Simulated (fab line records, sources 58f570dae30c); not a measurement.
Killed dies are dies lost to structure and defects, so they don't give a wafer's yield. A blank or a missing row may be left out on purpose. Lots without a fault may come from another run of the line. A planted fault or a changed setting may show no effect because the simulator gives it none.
Which tool did it? | flow berkeley_cmos170 | 6 lots, 18 wafers sampled, at 2 steps of a route of 331

WHAT THE GAUGES READ, wafer by wafer
UCB170_NVT_TW_MEAS_09.
lot  | measured     | on            | NVT_TW
L380 | day 6 21:06  | film_metro-03 | 515 518 515
L381 | day 6 21:27  | film_metro-03 | 518 518 516
L384 | day 8 03:50  | film_metro-01 | 524 522 524
L393 | day 9 19:08  | film_metro-04 | 560 558 558
L395 | day 10 22:53 | film_metro-04 | 556 554 561
L400 | day 11 11:33 | film_metro-04 | 525 528 526

WHICH TOOL RAN EACH LOT (tool, then ch and the chambers of the sampled wafers, then the start)
lot  | UCB170_NVT_IMPLANT_07
L380 | implanter-01 ch 0, day 6 20:52
L381 | implanter-01 ch 0, day 6 21:14
L384 | implanter-01 ch 0, day 8 03:37
L393 | implanter-02 ch 0, day 9 18:54
L395 | implanter-02 ch 0, day 10 22:40
L400 | implanter-01 ch 0, day 11 11:19
- UCB170_NVT_IMPLANT_07

THE ANSWER, worked out from the rows above alone
Rule: what is usual is taken from the lots themselves. Put in order of their means at a reading, lots are off if they are a third of the lots or fewer, leave a main group of 4 or more, and stand apart from it by a gap of 3 or more times the standard deviation of the main group's means; of several such gaps the widest counts. A main group whose means are all the same, to the digits that the tables above print for the reading, isn't used. A lot without any number at a reading at which 4 lots or more have one is off too. The other lots that the step has rows for count as sound.
Off: L393, L395, at UCB170_NVT_TW_MEAS_09 (NVT_TW). The main group: mean 521, standard deviation 4.2.
A tool fits if, at a process step before that reading, it ran every lot that is off, and no sound lot after the first of them. The gauges at UCB170_NVT_TW_MEAS_09 are tried like those tools. One fits: implanter-02 at UCB170_NVT_IMPLANT_07. It ran no sound lot before its first lot that is off in this sample, so the start can't be narrowed down.

WHAT THE SIMULATOR HAD PUT IN
Process parameter drift: implanter-02, from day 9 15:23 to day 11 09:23, at UCB170_NVT_IMPLANT_07. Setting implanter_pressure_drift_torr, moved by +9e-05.
Process parameter drift: implanter-02, from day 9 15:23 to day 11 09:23, at UCB170_NVT_IMPLANT_07. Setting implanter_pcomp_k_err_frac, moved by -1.
Lots struck among those shown: L393, L395. The rule above found the same.
